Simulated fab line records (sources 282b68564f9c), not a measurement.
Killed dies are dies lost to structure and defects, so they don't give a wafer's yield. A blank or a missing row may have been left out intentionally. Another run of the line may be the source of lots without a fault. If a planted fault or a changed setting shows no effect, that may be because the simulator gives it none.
Struck lot and sound lot, side by side || flow rit-cmos || 39 steps out of a route of 202
Sound: wafers L636.2, L636.3, L636.6. Struck: wafers L631.1, L631.3, L631.4. The cause comes at the end.
Each step with rows lists, per side, the tool, then ch with its chambers, then its first start. Under that, the readings that differ: sound wafers || struck wafers || difference of the means || sigmas: that difference in standard deviations of wafers without a fault.
alike: readings whose means differ by less than 2 such deviations, and words and numbers that are the same on both sides. not compared: withheld readings, readings that some wafer has no value for, bounds like >300 that may hide the same value, and numbers for which the record gives no deviation and whose values overlap.
Wherever a step has rows on one side only, a row that says differs or no value, or a row with sigmas, the two part there. Numbers that don't overlap but have no deviation are shown without sigmas and don't part them. A reading that every wafer of one side lacks parts them only if that side has two wafers or more.

first, 3 steps without rows for these wafers: RIT_GATE_EXPOSE_13 (exposes mask M6, target cd 150 nm); RIT_GATE_PEB_14; RIT_GATE_DEVELOP_15 (develop time 50 s).
RIT_GATE_CD_MEAS_16: target cd 150 nm.
  struck on cd-sem-01, day 5 11:37; sound on cd-sem-02, day 6 12:15
  alike: cd-nm
RIT_GATE_OVL_MEAS_17:
  struck on overlay-01, day 5 11:44; sound on overlay-02, day 6 12:21
  alike: GATE_OVL
then, 1 step without rows for these wafers: RIT_GATE_HARDBAKE_18 (time 60 s).
RIT_GATE_ETCH_19: etches poly-Si in SF6/CHF3/O2, stops on SiO2, time 165 s, target depth 312.5 nm.
  sound on rie-si-02 ch 0,2,3, day 6 12:32; struck on rie-si-01 ch 1,2,3, day 5 11:55
  alike: drypump-motor-current-A, oes-product-au, throttle-valve-pct
  not compared: rf-hours-counter-h
RIT_GATE_STRIP_20: strips in O2, time 180 s.
  sound on plasma-asher-02 ch 0,1, day 6 12:38; struck on plasma-asher-01 ch 0,1, day 5 12:02
  alike: drypump-motor-current-A
  not compared: rf-hours-counter-h
RIT_GATE_CD_MEAS_90: target cd 150 nm.
  struck on cd-sem-02, day 5 12:13; sound on cd-sem-02, day 6 12:50
  alike: cd-nm
then, 3 steps without rows for these wafers: RIT_REOX_CLEAN_00 (cleans in SC1, time 600 s); RIT_REOX_CLEAN_01 (cleans in dHF, time 30 s); RIT_REOX_CLEAN_02 (cleans in SC2, time 600 s).
RIT_REOX_OXIDATION_03: target thk 25.2 nm, ox time 5580 s.
  sound on furnace-01 ch 0, day 6 14:17; struck on furnace-04 ch 0, day 5 12:54
{"reading": "model.SiO2_of_REOX_OXIDATION_03.thk-nm (nm)", "sound": "24.89 24.7 25.09", "struck": "28.32 28.25 28.12", "difference": "+3.34", "sigmas": ""}
  alike: spike-tc-centre-C, tube-center-temp-C
RIT_REOX_THK_MEAS_04:
  struck on film-metro-02, day 5 15:27; sound on film-metro-01, day 6 16:51
{"reading": "REOX_OXIDE_THK (nm)", "sound": "24.9 24.7 25.1", "struck": "28.3 28.2 28.1", "difference": "+3.3", "sigmas": "+6"}
then, 6 steps without rows for these wafers: RIT_NLDD_HMDS_00 (prime time 60 s); RIT_NLDD_COAT_01 (resist thk 1000 nm); RIT_NLDD_SOFTBAKE_02 (time 60 s); RIT_NLDD_EXPOSE_03 (exposes mask M7, target cd 40700 nm); RIT_NLDD_PEB_04; RIT_NLDD_DEVELOP_05 (develop time 50 s).
RIT_NLDD_OVL_MEAS_06:
  struck on overlay-02, day 5 16:27; sound on overlay-01, day 6 17:53
  alike: NLDD_OVL
then, 2 steps without rows for these wafers: RIT_NLDD_HARDBAKE_07 (time 60 s); RIT_NLDD_IMPLANT_08.
RIT_NLDD_STRIP_09: strips in O2, time 180 s.
  sound on plasma-asher-04 ch 0,1, day 6 18:13; struck on plasma-asher-04 ch 0,1, day 5 16:53
  alike: drypump-motor-current-A
  not compared: rf-hours-counter-h
RIT_NLDD_TW_MEAS_10:
  struck on film-metro-01, day 5 17:04; sound on film-metro-01, day 6 18:24
  alike: NLDD_TW
then, 6 steps without rows for these wafers: RIT_PLDD_HMDS_00 (prime time 60 s); RIT_PLDD_COAT_01 (resist thk 1000 nm); RIT_PLDD_SOFTBAKE_02 (time 60 s); RIT_PLDD_EXPOSE_03 (exposes mask M8, target cd 40900 nm); RIT_PLDD_PEB_04; RIT_PLDD_DEVELOP_05 (develop time 50 s).
RIT_PLDD_OVL_MEAS_06:
  struck on overlay-01, day 5 18:05; sound on overlay-01, day 6 19:19
  alike: PLDD_OVL
then, 2 steps without rows for these wafers: RIT_PLDD_HARDBAKE_07 (time 60 s); RIT_PLDD_IMPLANT_08.
RIT_PLDD_STRIP_09: strips in O2, time 180 s.
  sound on plasma-asher-04 ch 1, day 6 19:38; struck on plasma-asher-04 ch 0,1, day 5 18:26
  alike: drypump-motor-current-A
  not compared: rf-hours-counter-h
RIT_PLDD_TW_MEAS_10:
  struck on film-metro-01, day 5 18:37; sound on film-metro-01, day 6 19:49
  alike: PLDD_TW
RIT_SPACER_CLEAN_00: cleans in SC1, time 600 s.
  sound on wet-bench-01 ch 0, day 6 19:52; struck on wet-bench-02 ch 1, day 5 18:40
{"reading": "model.SiO2_of_REOX_OXIDATION_03.thk-nm (nm)", "sound": "22.94 22.77 23.13", "struck": "26.11 26.06 25.93", "difference": "+3.09", "sigmas": ""}
then, 1 step without rows for these wafers: RIT_SPACER_CLEAN_01 (cleans in dHF, time 30 s).
RIT_M1_PROBE_99:
  struck on prober-01, day 6 08:00; sound on prober-02, day 7 09:24
{"reading": "model.etest.pmos-turned.r-on-ohm-um", "sound": "3460 3436 3512", "struck": "4220 4156 4144", "difference": "+704", "sigmas": ""}
{"reading": "model.etest.pmos_0p15.r-on-ohm-um", "sound": "2828 2809 2851", "struck": "3147 3122 3087", "difference": "+289", "sigmas": ""}
{"reading": "model.etest.pldd.rs-ohm-sq", "sound": "481.9 472.1 495.3", "struck": "771.8 764.4 752.5", "difference": "+279.8", "sigmas": ""}
{"reading": "model.etest.nmos_0p15.r-on-ohm-um", "sound": "1153 1165 1180", "struck": "1208 1204 1204", "difference": "+39", "sigmas": ""}
{"reading": "model.etest.nmos-turned.drive-ua-um", "sound": "325.2 325.9 316.9", "struck": "254.6 256.1 257", "difference": -66.8, "sigmas": ""}
{"reading": "model.etest.nldd.rs-ohm-sq", "sound": "372.2 369.3 373.4", "struck": "450.7 447 446.8", "difference": "+76.5", "sigmas": ""}
  alike: killed-at-front-end, killed-dies, killed-open, killed-short
  not compared: model.etest.pmos_0p3.r-on-ohm-um, model.etest.nmos_0p3.r-on-ohm-um

== WHERE THEY PART ==
RIT_REOX_THK_MEAS_04 only, going by this record. Later steps at which nothing parts them and some readings are alike: RIT_NLDD_OVL_MEAS_06, RIT_NLDD_STRIP_09, RIT_NLDD_TW_MEAS_10, RIT_PLDD_OVL_MEAS_06, RIT_PLDD_STRIP_09, RIT_PLDD_TW_MEAS_10, RIT_M1_PROBE_99.

WHY: what the simulator had put in
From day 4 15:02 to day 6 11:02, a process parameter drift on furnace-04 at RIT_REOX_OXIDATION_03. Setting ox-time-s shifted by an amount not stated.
